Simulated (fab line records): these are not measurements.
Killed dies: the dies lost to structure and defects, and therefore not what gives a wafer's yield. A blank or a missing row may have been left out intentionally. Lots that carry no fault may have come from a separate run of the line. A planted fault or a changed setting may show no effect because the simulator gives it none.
Lot-split experiment    flow ritCmos    23 wafers read from 5 lots, route of 202 steps

== ABOUT THE SPLIT ==
At RIT_SILICIDE_SPUTTER_01 (material Ti, target thk 30 nm, time 240 s), the setting powerW was moved away from the recipe's 350 W on 11 of the 23 wafers read, by -9.3% to +8.9%. This setting was run at the recipe's value on the other wafers.

== FROM THE SPLIT ON TO THE READING: in between, the file shows 1 step ==
- RIT_SILICIDE_RS_MEAS_02: measures by four-point-probe

== THE READING ==
SILICIDE_TI_THK, in nm, at RIT_SILICIDE_THK_MEAS_03 (measures by xrf). Fault-free wafers of this fab line usually give 30.1 nm, standard deviation 0.42 nm.

wafer   tool, chamber at the split  powerW as run, W  against the recipe  SILICIDE_TI_THK, nm  against lot-mates on the recipe
L074.2  pvdSputter-02, -            350               recipe              29.8                 -
L074.3  pvdSputter-02, -            317.5             -9.3%               27.7                 -2.6
L074.4  pvdSputter-02, -            317.5             -9.3%               27.2                 -3.1
L074.5  pvdSputter-02, -            317.5             -9.3%               27.1                 -3.1
L074.6  pvdSputter-02, -            350               recipe              30.7                 -
L076.1  pvdSputter-02, -            350               recipe              29.9                 -
L076.2  pvdSputter-02, -            330.4             -5.6%               28.3                 -1.6
L076.3  pvdSputter-02, -            330.4             -5.6%               29.2                 -0.8
L076.4  pvdSputter-02, -            350               recipe              30.0                 -
L076.6  pvdSputter-02, -            330.4             -5.6%               28.4                 -1.6
L077.1  pvdSputter-04, -            350               recipe              29.6                 -
L077.2  pvdSputter-04, -            350               recipe              29.8                 -
L077.3  pvdSputter-04, -            327.7             -6.4%               27.7                 -2.1
L077.5  pvdSputter-04, -            327.7             -6.4%               27.8                 -2.0
L077.6  pvdSputter-04, -            350               recipe              30.0                 -
L082.2  pvdSputter-02, -            381.1             +8.9%               32.2                 +2.9
L082.3  pvdSputter-02, -            381.1             +8.9%               32.5                 +3.1
L082.4  pvdSputter-02, -            350               recipe              29.2                 -
L082.5  pvdSputter-02, -            381.1             +8.9%               32.4                 +3.0
L082.6  pvdSputter-02, -            350               recipe              29.5                 -
L083.1  pvdSputter-03, -            350               recipe              30.3                 -
L083.3  pvdSputter-03, -            350               recipe              30.5                 -
L083.4  pvdSputter-03, -            350               recipe              30.0                 -

THE FIT
A straight line over all 23 wafers: SILICIDE_TI_THK changes by +0.278 nm for each +1% of powerW; r = +0.97; the points scatter about the line by 0.39 nm.
The same after taking each lot's own level away (the mean of its wafers on the recipe; 23 wafers): +0.317 nm for each +1%; r = +0.98; scatter 0.31 nm.
According to that fit, moving powerW by its largest amount changes the reading by 2.9 nm.
Across the lots, their own levels run from 29.35 to 30.27 nm, a range of 2.2 times the standard deviation given above.
In other words, the slope is changed by the lot-to-lot level; the two fits disagree.
Check: with one of the wafers moved furthest among these (-9.3%) left out of the fit, the line predicts -2.91 nm for it against its lot-mates. It came out at -2.55 nm against them.

== THESE WAFERS: OTHER SPLITS ==
Note: prior to the reading, these wafers also went through further splits. Each is held against what the fit with the lots' levels taken away leaves over:
other split on the same wafers  wafers away from the commonest value  r with SILICIDE_TI_THK (lot level and that fit taken away)
RIT_NSD_COAT_01 spinRpm         8                                     -0.17
RIT_NSD_IMPLANT_08 energyKev    11                                    -0.22

== THE WHOLE CHAIN: every reading that the file lists as answering this split, in the file's order ==
step                      what it does                               reading                                                                           change (the file's fit)                r (the file's)
RIT_SILICIDE_SPUTTER_01   material Ti, target thk 30 nm, time 240 s  Ti_of_SILICIDE_SPUTTER_01.thkNm (the simulator's own value, which no gauge read)  +0.311 nm for each +1% of the setting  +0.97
RIT_SILICIDE_RS_MEAS_02   measures by four-point-probe               SILICIDE_TI_RS                                                                    -0.652 for each +1% of the setting     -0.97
RIT_SILICIDE_THK_MEAS_03  measures by xrf                            SILICIDE_TI_THK                                                                   +0.313 for each +1% of the setting     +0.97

== THE FILE'S OWN FIT ==
SILICIDE_TI_THK changes by +0.313 nm for each +1% of powerW, r = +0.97.
